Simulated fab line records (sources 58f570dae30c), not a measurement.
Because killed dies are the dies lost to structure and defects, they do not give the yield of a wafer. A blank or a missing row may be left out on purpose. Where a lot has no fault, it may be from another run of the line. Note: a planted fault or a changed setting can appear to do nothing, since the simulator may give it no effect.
Problem report in the 8D (eight disciplines) form, filled by code | flow berkeley_cmos170 | the parts of the form that need people (team, actions taken, sign-off) are left out

## 1. WHAT WENT WRONG
M1_OVL at UCB170_M1_OVL_MEAS_10 reads a mean of 194 nm on 9 wafers of 3 lots; wafers without a fault read 1 nm with a standard deviation of 5.4. That is +36 standard deviations from the usual mean.
First seen on wafer L321.3, day 8 04:40, on overlay-02. At this step, 39 wafers from 13 lots have a number in the record. By rule, "out" or "out of limits" means more than 4 standard deviations away from the usual mean. The rest of the wafers with a number are treated as sound.

## 2. WHAT IT IS, WHAT IT ISN'T
question                    | is                     | is not
which readings at this step | M1_OVL                 | -
which lots                  | L321, L322, L325       | L317, L318, L319, L320, L323, L324, L333, L335, L336, L338
which wafers of those lots  | all that have a number | -
read on which gauges        | overlay-02             | overlay-01
when                        | from day 8 04:40       | up to then (12 sound wafers); but 18 sound wafers of L323, L324, L333, L335, L336, L338 came after

## 3. SUSPECTS, AND WHAT RULES EACH OUT
Counting: a tool at any process step up to the reading remains a suspect when it ran all the lots that are out and ran no sound lot after the first of those.
- the gauge at UCB170_M1_OVL_MEAS_10: kept. All the wafers that are out were read on overlay-02, and no step on other tools shows them out.
- krf_scanner-01 at UCB170_M1_EXPOSE_06 (exposes mask METAL1, target cd 700 nm): kept. It processed each lot that is out, first L321 at day 8 04:11, and no sound lot thereafter; up to then, the last sound lot it processed was L320 at day 8 03:45.
After counting, krf_scanner-01 at UCB170_M1_EXPOSE_06 and overlay-02 at UCB170_M1_OVL_MEAS_10 remain.

## 4. THE CAUSE (what the simulator had put in)
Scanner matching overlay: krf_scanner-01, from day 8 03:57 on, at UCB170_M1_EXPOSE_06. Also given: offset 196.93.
2 suspects survive the count, and this tool is in that group.

## 5. THE CHAIN OF EFFECTS, in route order
Each row: a reading whose mean over the struck wafers that have a number lies more than 3 standard deviations from the usual. Scope: only readings with a usual standard deviation given in the record; hours: median across lots of the time from each lot's start at the first step in this table that gives one to its start at this step; sigmas: change in usual standard deviations.
hours | step                  | reading | usual | on struck wafers | change | sigmas
0     | UCB170_M1_OVL_MEAS_10 | M1_OVL  | 1 nm  | 194              | +193   | +36
At these later measuring or inspecting steps, every struck wafer for which the step has a row has a number for every such reading, and none has moved that far: UCB170_M3_RS_MEAS_02.

## 6. WHAT WOULD HAVE CAUGHT IT SOONER
In this record the first reading out of limits at a measuring or inspecting step was taken at day 8 04:40, 1 hour after the fault began at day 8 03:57.
Lots out: 3; of these, L322, L325 started UCB170_M1_EXPOSE_06 on krf_scanner-01 after day 8 04:40. A hold on the tool at that time would have spared those 2.
